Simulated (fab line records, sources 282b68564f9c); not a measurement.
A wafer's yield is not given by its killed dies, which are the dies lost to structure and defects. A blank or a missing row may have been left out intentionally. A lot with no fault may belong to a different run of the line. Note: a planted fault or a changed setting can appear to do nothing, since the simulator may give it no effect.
A struck lot beside a sound one || flow rit_cmos || 34 out of 202 route steps
Sound: the wafers L449.1, L449.4, L449.6. Wafers struck: L467.1, L467.3, L467.6. The cause is given at the end.
Each step with rows lists, per side, the tool, then ch with its chambers, then its first start. Under that, the readings that differ: sound wafers || struck wafers || difference of the means || sigmas: that difference in standard deviations of wafers without a fault.
alike: same words and numbers on both sides, and readings whose means sit less than 2 such deviations apart. not compared: any withheld reading, any reading some wafer has no value for, any bound like >300 that may hide the same value, and any number with overlapping values for which the record gives no deviation.
A row with sigmas, a row that says differs or no value, or rows on one side alone: a step with any of these is where the two part. Non-overlapping numbers with no deviation appear without sigmas and do not part them. Lack of a reading on every wafer of one side parts them only where that side has two or more wafers.

first, 2 steps without rows for these wafers: RIT_SPACER_CLEAN_02 (cleans in SC2, time 600 s); RIT_SPACER_CVD_03 (deposits Si3N4 from SiH2Cl2/NH3, target thk 250 nm, time 3300 s).
RIT_SPACER_THK_MEAS_04:
  struck on film_metro-01, day 6 23:23; sound on film_metro-01, day 3 07:27
  alike: SPACER_NITRIDE_THK
RIT_SPACER_ETCHBACK_05: etches Si3N4 in SF6/CHF3, stops on SiO2, target depth 250 nm, time 240 s.
  sound on rie_diel-03 ch 0,1,3, day 3 07:31; struck on rie_diel-04 ch 1,2, day 6 23:26
  alike: drypump_motor_current_A, oes_product_au, throttle_valve_pct
  not compared: rf_hours_counter_h
then, 6 steps without rows for these wafers: RIT_NSD_HMDS_00 (prime time 60 s); RIT_NSD_COAT_01 (resist thk 1000 nm); RIT_NSD_SOFTBAKE_02 (time 60 s); RIT_NSD_EXPOSE_03 (exposes mask M9, target cd 40700 nm); RIT_NSD_PEB_04; RIT_NSD_DEVELOP_05 (develop time 50 s).
RIT_NSD_OVL_MEAS_06:
  struck on overlay-01, day 7 00:26; sound on overlay-02, day 3 08:31
  alike: NSD_OVL
then, 1 step without rows for these wafers: RIT_NSD_HARDBAKE_07 (time 60 s).
RIT_NSD_IMPLANT_08:
  sound on implanter-01 ch 0, day 3 08:41; struck on implanter-01 ch 0, day 7 00:38
{"reading": "beam_on_s (s)", "sound": "9.96 9.83 10.11", "struck": "13.91 13.92 13.79", "difference": "+3.91", "sigmas": "+21"}
{"reading": "faraday_current_uA", "sound": "3162 3183 3103", "struck": "2257 2247 2274", "difference": -890, "sigmas": -15}
RIT_NSD_STRIP_09: strips in O2, time 180 s.
  sound on plasma_asher-02 ch 0,1, day 3 08:50; struck on plasma_asher-03 ch 0,1, day 7 00:47
  alike: drypump_motor_current_A
  not compared: rf_hours_counter_h
RIT_NSD_TW_MEAS_10:
  struck on film_metro-02, day 7 00:57; sound on film_metro-04, day 3 09:01
{"reading": "NSD_TW", "sound": "3103 3104 3092", "struck": "3380 3376 3370", "difference": "+276", "sigmas": "+9"}
then, 6 steps without rows for these wafers: RIT_PSD_HMDS_00 (prime time 60 s); RIT_PSD_COAT_01 (resist thk 1000 nm); RIT_PSD_SOFTBAKE_02 (time 60 s); RIT_PSD_EXPOSE_03 (exposes mask M10, target cd 40900 nm); RIT_PSD_PEB_04; RIT_PSD_DEVELOP_05 (develop time 50 s).
RIT_PSD_OVL_MEAS_06:
  struck on overlay-01, day 7 01:52; sound on overlay-01, day 3 09:56
  alike: PSD_OVL
then, 2 steps without rows for these wafers: RIT_PSD_HARDBAKE_07 (time 60 s); RIT_PSD_IMPLANT_08.
RIT_PSD_STRIP_09: strips in O2, time 180 s.
  sound on plasma_asher-04 ch 0,1, day 3 10:16; struck on plasma_asher-04 ch 0,1, day 7 02:21
  alike: drypump_motor_current_A
  not compared: rf_hours_counter_h
RIT_PSD_TW_MEAS_10:
  struck on film_metro-04, day 7 02:32; sound on film_metro-03, day 3 10:26
  alike: PSD_TW
then, 3 steps without rows for these wafers: RIT_SDANNEAL_CLEAN_00 (cleans in SC1, time 600 s); RIT_SDANNEAL_CLEAN_01 (cleans in dHF, time 30 s); RIT_SDANNEAL_CLEAN_02 (cleans in SC2, time 600 s).
RIT_SDANNEAL_RTA_03: time 5 s.
  sound on rtp_anneal-02 ch 0, day 3 10:52; struck on rtp_anneal-02 ch 0, day 7 03:01
  alike: wafer_temp_C_max
RIT_SDANNEAL_RS_MEAS_04: a four-point-probe measurement.
  struck on film_metro-02, day 7 03:05; sound on film_metro-03, day 3 10:55
  alike: PSD_RS
RIT_SDANNEAL_RS_MEAS_05: a four-point-probe measurement.
  struck on film_metro-02, day 7 03:12; sound on film_metro-03, day 3 11:02
{"reading": "NSD_RS (ohm/sq)", "sound": "84.53 84.61 84.59", "struck": "64.14 64.30 64.20", "difference": -20.36, "sigmas": -78}
RIT_SDANNEAL_RS_MEAS_06: a four-point-probe measurement.
  struck on film_metro-02, day 7 03:19; sound on film_metro-03, day 3 11:10
  alike: PLDD_RS
RIT_M1_PROBE_99:
  struck on prober-01, day 7 10:32; sound on prober-02, day 3 18:47
{"reading": "killed_at_contacts", "sound": "0 0 0", "struck": "1 0 1", "difference": "+1", "sigmas": "+2"}
{"reading": "model.etest.nmos_0p3.r_on_ohm_um", "sound": "2166 2185 2135", "struck": "2024 2029 2038", "difference": -132, "sigmas": ""}
{"reading": "model.etest.nmos_0p15.r_on_ohm_um", "sound": "1138 1160 1104", "struck": "1075 1070 1082", "difference": -58, "sigmas": ""}
{"reading": "model.etest.nmos_0p15.drive_ua_um", "sound": "465.2 455.6 464.2", "struck": "481 485.3 482", "difference": "+21", "sigmas": ""}
{"reading": "model.etest.nmos_narrow.drive_ua_um", "sound": "223 219.4 222.2", "struck": "244.6 240.8 241", "difference": "+20.6", "sigmas": ""}
{"reading": "model.etest.contact_nplus.end_ohm_um", "sound": "41.15 41.45 42.05", "struck": "25.37 25.13 25.57", "difference": -16.19, "sigmas": ""}
{"reading": "model.etest.nmos_0p3.drive_ua_um", "sound": "226 226.1 227.1", "struck": "246.6 246.1 242.2", "difference": "+18.6", "sigmas": ""}
{"reading": "model.etest.npoly_line.rs_ohm_sq", "sound": "16.83 16.82 16.96", "struck": "16.58 16.74 16.53", "difference": -0.25, "sigmas": ""}
{"reading": "model.etest.nmos_0p15.tox_inv_nm (nm)", "sound": "4.584 4.533 4.531", "struck": "4.187 4.18 4.186", "difference": -0.365, "sigmas": ""}
  alike: killed_at_front_end, killed_dies, killed_open, killed_short

WHERE THEY PART
At RIT_NSD_IMPLANT_08 first; at RIT_M1_PROBE_99 last (within this record only).

WHY: what had been put in by the simulator
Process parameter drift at RIT_NSD_IMPLANT_08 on implanter-01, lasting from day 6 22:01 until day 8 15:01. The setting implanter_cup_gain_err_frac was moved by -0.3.
